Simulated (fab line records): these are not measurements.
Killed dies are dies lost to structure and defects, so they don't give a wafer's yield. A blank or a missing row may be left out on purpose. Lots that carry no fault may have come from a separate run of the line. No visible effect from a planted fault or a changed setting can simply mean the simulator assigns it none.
Struck lot and sound lot, side by side + flow rit_cmos + 17 steps out of a route of 202
Sound: the wafers L570.3, L570.5, L570.6. The struck wafers were L561.1, L561.5, L561.6. The cause is named last.
Order at every step that has rows: each side's tool, ch and its chambers, its first start. Under that, the readings that differ: sound wafers + struck wafers + difference of the means + sigmas: that difference in standard deviations of wafers without a fault.
alike: readings with means less than 2 such deviations apart, plus words and numbers identical on both sides. not compared: withheld readings, readings lacking a value on some wafer, bounds such as >300 that could conceal the same value, and numbers that have no deviation in the record and whose values overlap.
The two part at a step that has a row with sigmas, a row that says differs or no value, or rows on one side only. When numbers do not overlap yet have no deviation, they are printed without sigmas and do not part them. A reading missing from all wafers of one side parts the sides only when that side holds two or more wafers.

first, 1 step without rows for these wafers: RIT_PSD_IMPLANT_08.
RIT_PSD_STRIP_09: strips in O2, time 180 s.
  sound on plasma_asher-01 ch 0,1, day 8 04:47; struck on plasma_asher-04 ch 0,1, day 6 04:52
  alike: chamber_pressure_mTorr, drypump_motor_current_A
  not compared: rf_hours_counter_h
RIT_PSD_TW_MEAS_10:
  sound on film_metro-03 at day 8 04:55; struck on film_metro-04 at day 6 05:02
  alike: PSD_TW
then, 3 steps without rows for these wafers: RIT_SDANNEAL_CLEAN_00 (cleans in SC1, time 600 s); RIT_SDANNEAL_CLEAN_01 (cleans in dHF, time 30 s); RIT_SDANNEAL_CLEAN_02 (cleans in SC2, time 600 s).
RIT_SDANNEAL_RTA_03: time 5.174 s.
  sound on rtp_anneal-02 ch 0, day 8 05:20; struck on rtp_anneal-02 ch 0, day 6 05:29
  alike: wafer_temp_C_max
RIT_SDANNEAL_RS_MEAS_04: uses a four-point probe to measure.
  sound on film_metro-01 at day 8 05:25; struck on film_metro-03 at day 6 05:32
  alike: PSD_RS
RIT_SDANNEAL_RS_MEAS_05: uses a four-point probe to measure.
  sound on film_metro-01 at day 8 05:32; struck on film_metro-03 at day 6 05:39
  alike: NSD_RS
RIT_SDANNEAL_RS_MEAS_06: uses a four-point probe to measure.
  sound on film_metro-01 at day 8 05:40; struck on film_metro-03 at day 6 05:46
  alike: PLDD_RS
RIT_SDANNEAL_RS_MEAS_07: uses a four-point probe to measure.
  sound on film_metro-01 at day 8 05:47; struck on film_metro-03 at day 6 05:53
  alike: NLDD_RS
then, 1 step without rows for these wafers: RIT_SILICIDE_WET_ETCH_00 (etches SiO2 in BOE, target depth 14 nm, time 15 s).
RIT_SILICIDE_SPUTTER_01: material Ti, target thk 30 nm, time 240 s.
  sound on pvd_sputter-01 at day 8 05:52; struck on pvd_sputter-03 at day 6 06:02
  no value came back on the struck wafers for cathode_dc_power_W (W), chamber_pressure_pa (Pa), throttle_valve_pct (%); on the sound wafers cathode_dc_power_W (W) reads 337.46 337.44 337.50
RIT_SILICIDE_RS_MEAS_02: uses a four-point probe to measure.
  sound on film_metro-02 at day 8 06:04; struck on film_metro-02 at day 6 06:11
| reading                 | sound          | struck | difference                    | sigmas |
|-------------------------|----------------|--------|-------------------------------|--------|
| SILICIDE_TI_RS (ohm/sq) | 51.2 51.3 50.7 | - - -  | no value on the struck wafers |        |
RIT_SILICIDE_THK_MEAS_03: measures by xrf.
  sound on film_metro-02 at day 8 06:10; struck on film_metro-02 at day 6 06:18
| reading              | sound          | struck         | difference | sigmas |
|----------------------|----------------|----------------|------------|--------|
| SILICIDE_TI_THK (nm) | 28.5 28.4 28.7 | <0.0 <0.0 <0.0 | differs    |        |
RIT_SILICIDE_RTA_04: time 10 s, ramp up 5 s, ramp down 5 s.
  sound on rtp_anneal-01 ch 0, day 8 06:14; struck on rtp_anneal-01 ch 0, day 6 06:22
  alike: wafer_temp_C_max
RIT_M1_PROBE_99:
  sound on prober-02 at day 8 12:44; struck on prober-02 at day 6 14:05
| reading             | sound   | struck      | difference | sigmas |
|---------------------|---------|-------------|------------|--------|
| killed_at_front_end | 10 8 13 | 264 264 264 | +254       | +91    |
| killed_dies         | 10 8 13 | 264 264 264 | +254       | +87    |
| killed_on_rim       | 3 3 4   | 70 70 70    | +67        | +48    |
  alike: killed_open, killed_short

== WHERE THEY PART ==
First at RIT_SILICIDE_SPUTTER_01; last, within this record, at RIT_M1_PROBE_99.

WHY: whatever the simulator had introduced
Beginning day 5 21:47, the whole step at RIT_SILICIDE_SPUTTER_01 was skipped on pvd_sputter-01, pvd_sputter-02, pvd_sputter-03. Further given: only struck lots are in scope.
